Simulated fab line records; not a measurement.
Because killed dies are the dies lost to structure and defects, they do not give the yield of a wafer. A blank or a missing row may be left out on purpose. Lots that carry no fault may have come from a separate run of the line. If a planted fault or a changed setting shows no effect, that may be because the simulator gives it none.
Struck lot and sound lot, side by side -- flow berkeley-cmos170 -- 43 out of 331 route steps
Sound: the wafers L100.1, L100.2, L100.4. Wafers struck: L105.2, L105.4, L105.5. At the end, the cause is stated.
At each step with rows: each side's tool, then ch and its chambers, then its first start. Under that, the readings that differ: sound wafers -- struck wafers -- difference of the means -- sigmas: that difference in standard deviations of wafers without a fault.
alike: readings with means less than 2 such deviations apart, plus words and numbers identical on both sides. not compared: withheld readings, readings lacking a value on some wafer, bounds such as >300 that could conceal the same value, and numbers that have no deviation in the record and whose values overlap.
Wherever a step has rows on one side only, a row that says differs or no value, or a row with sigmas, the two part there. Numbers that don't overlap but have no deviation are shown without sigmas and don't part them. A reading missing from all wafers of one side parts the sides only when that side holds two or more wafers.

first, 3 steps without rows for these wafers: UCB170_PWELL_EXPOSE_10 (exposes mask PWELL, target cd 3000 nm); UCB170_PWELL_PEB_11; UCB170_PWELL_DEVELOP_12 (develop time 45 s).
UCB170_PWELL_OVL_MEAS_13:
  sound on overlay-02 at day 4 09:52; struck on overlay-01 at day 5 13:41
  alike: PWELL_OVL
UCB170_PWELL_ETCH_14: etches Si3N4 in CH3F/Ar/O2, stops on SiO2, target depth 242 nm, time 151 s.
  sound on rie-diel-02 ch 0,2,3, day 4 09:54; struck on rie-diel-01 ch 0,2, day 5 13:43
  alike: drypump-motor-current-A, oes-product-au, throttle-valve-pct
  not compared: rf-hours-counter-h
then, 1 step without rows for these wafers: UCB170_PWELL_IMPLANT_15.
UCB170_PWELL_STRIP_16: strips in O2.
  sound on plasma-asher-01 ch 0,1, day 4 10:09; struck on plasma-asher-02 ch 0,1, day 5 13:58
  alike: drypump-motor-current-A, oes-product-au, strip-time-to-endpoint-s
  not compared: rf-hours-counter-h
UCB170_PWELL_TW_MEAS_17:
  sound on film-metro-01 at day 4 10:15; struck on film-metro-01 at day 5 14:05
  alike: PWELL_TW
then, 4 steps without rows for these wafers: UCB170_PWELL_CLEAN_18 (cleans in SPM, time 600 s); UCB170_PWELL_WET_ETCH_19 (etches Si3N4 in H3PO4, time 14400 s); UCB170_PWELL_WET_ETCH_20 (etches SiO2 in BOE, time 22 s); UCB170_WELLDRIVE_CLEAN_00 (cleans in SPM, time 600 s).
UCB170_WELLDRIVE_OXIDATION_01: target thk 199 nm, ox time 9000 s.
  sound on furnace-02 ch 0, day 4 18:46; struck on furnace-02 ch 0, day 5 22:56
UCB170_WELLDRIVE_THK_MEAS_02:
  sound on film-metro-01 at day 4 22:16; struck on film-metro-04 at day 6 02:26
  alike: WELLDRIVE_OXIDE_THK
then, 5 steps without rows for these wafers: UCB170_WELLDRIVE_ANNEAL_03 (time 900 s); UCB170_WELLDRIVE_WET_ETCH_04 (etches SiO2 in BOE, time 120 s); UCB170_ACTIVE_CLEAN_00 (cleans in SPM, time 600 s); UCB170_ACTIVE_CLEAN_01 (cleans in dHF, time 60 s); UCB170_ACTIVE_OXIDATION_02 (target thk 26.4 nm, ox time 1260 s).
UCB170_ACTIVE_THK_MEAS_03:
  sound on film-metro-02 at day 5 11:55; struck on film-metro-02 at day 6 13:07
  alike: ACTIVE_OXIDE_THK
then, 2 steps without rows for these wafers: UCB170_ACTIVE_ANNEAL_04 (time 900 s); UCB170_ACTIVE_CVD_05 (deposits Si3N4 from SiH2Cl2/NH3, target thk 220 nm, time 3300 s).
UCB170_ACTIVE_THK_MEAS_06:
  sound on film-metro-04 at day 5 18:31; struck on film-metro-01 at day 6 18:49
  alike: ACTIVE_NITRIDE_THK
then, 6 steps without rows for these wafers: UCB170_ACTIVE_HMDS_07 (prime time 60 s); UCB170_ACTIVE_COAT_08 (resist thk 900 nm); UCB170_ACTIVE_SOFTBAKE_09 (time 60 s); UCB170_ACTIVE_EXPOSE_10 (exposes mask ACTIVE, target cd 1200 nm); UCB170_ACTIVE_PEB_11; UCB170_ACTIVE_DEVELOP_12 (develop time 45 s).
UCB170_ACTIVE_CD_MEAS_13: the cd target is 1200 nm.
  sound on cd-sem-01 at day 5 19:48; struck on cd-sem-01 at day 6 20:26
  alike: cd-nm
UCB170_ACTIVE_OVL_MEAS_14:
  sound on overlay-02 at day 5 19:55; struck on overlay-01 at day 6 20:32
reading,sound,struck,difference,sigmas
ACTIVE_OVL (nm),-10 -9 -13,2 1 4,+13,+2
UCB170_ACTIVE_ETCH_15: etches Si3N4 in CH3F/Ar/O2, stops on SiO2, target depth 242 nm, time 151 s.
  sound on rie-diel-02 ch 1,3, day 5 19:58; struck on rie-diel-02 ch 0,1,3, day 6 20:34
  alike: drypump-motor-current-A, oes-product-au, throttle-valve-pct
  not compared: rf-hours-counter-h
UCB170_ACTIVE_STRIP_16: strips in O2.
  sound on plasma-asher-04 ch 0,1, day 5 20:04; struck on plasma-asher-04 ch 1, day 6 20:40
  alike: drypump-motor-current-A, oes-product-au, strip-time-to-endpoint-s
  not compared: rf-hours-counter-h
UCB170_ACTIVE_CD_MEAS_90: the cd target is 1200 nm.
  sound on cd-sem-02 at day 5 20:16; struck on cd-sem-01 at day 6 20:47
  alike: cd-nm
then, 7 steps without rows for these wafers: UCB170_ACTIVE_CLEAN_17 (cleans in SPM, time 600 s); UCB170_PFIELD_HMDS_00 (prime time 60 s); UCB170_PFIELD_COAT_01 (resist thk 900 nm); UCB170_PFIELD_SOFTBAKE_02 (time 60 s); UCB170_PFIELD_EXPOSE_03 (exposes mask PFIELD, target cd 1500 nm); UCB170_PFIELD_PEB_04; UCB170_PFIELD_DEVELOP_05 (develop time 45 s).
UCB170_PFIELD_OVL_MEAS_06:
  sound on overlay-01 at day 5 21:23; struck on overlay-02 at day 6 22:58
  alike: PFIELD_OVL
-- the record jumps here: 4 days lie between the struck wafers' starts before and after (it left off in module PFIELD and takes up again in module M3, whose first step shown is number 331 of the route) --
UCB170_M3_PROBE_99:
  record: rows for the struck wafers here (prober-02, day 10 15:45), none for the sound ones

## WHERE THEY PART
Earliest at UCB170_ACTIVE_OVL_MEAS_14; latest, in this record, at UCB170_M3_PROBE_99.

WHY: what had been put in by the simulator
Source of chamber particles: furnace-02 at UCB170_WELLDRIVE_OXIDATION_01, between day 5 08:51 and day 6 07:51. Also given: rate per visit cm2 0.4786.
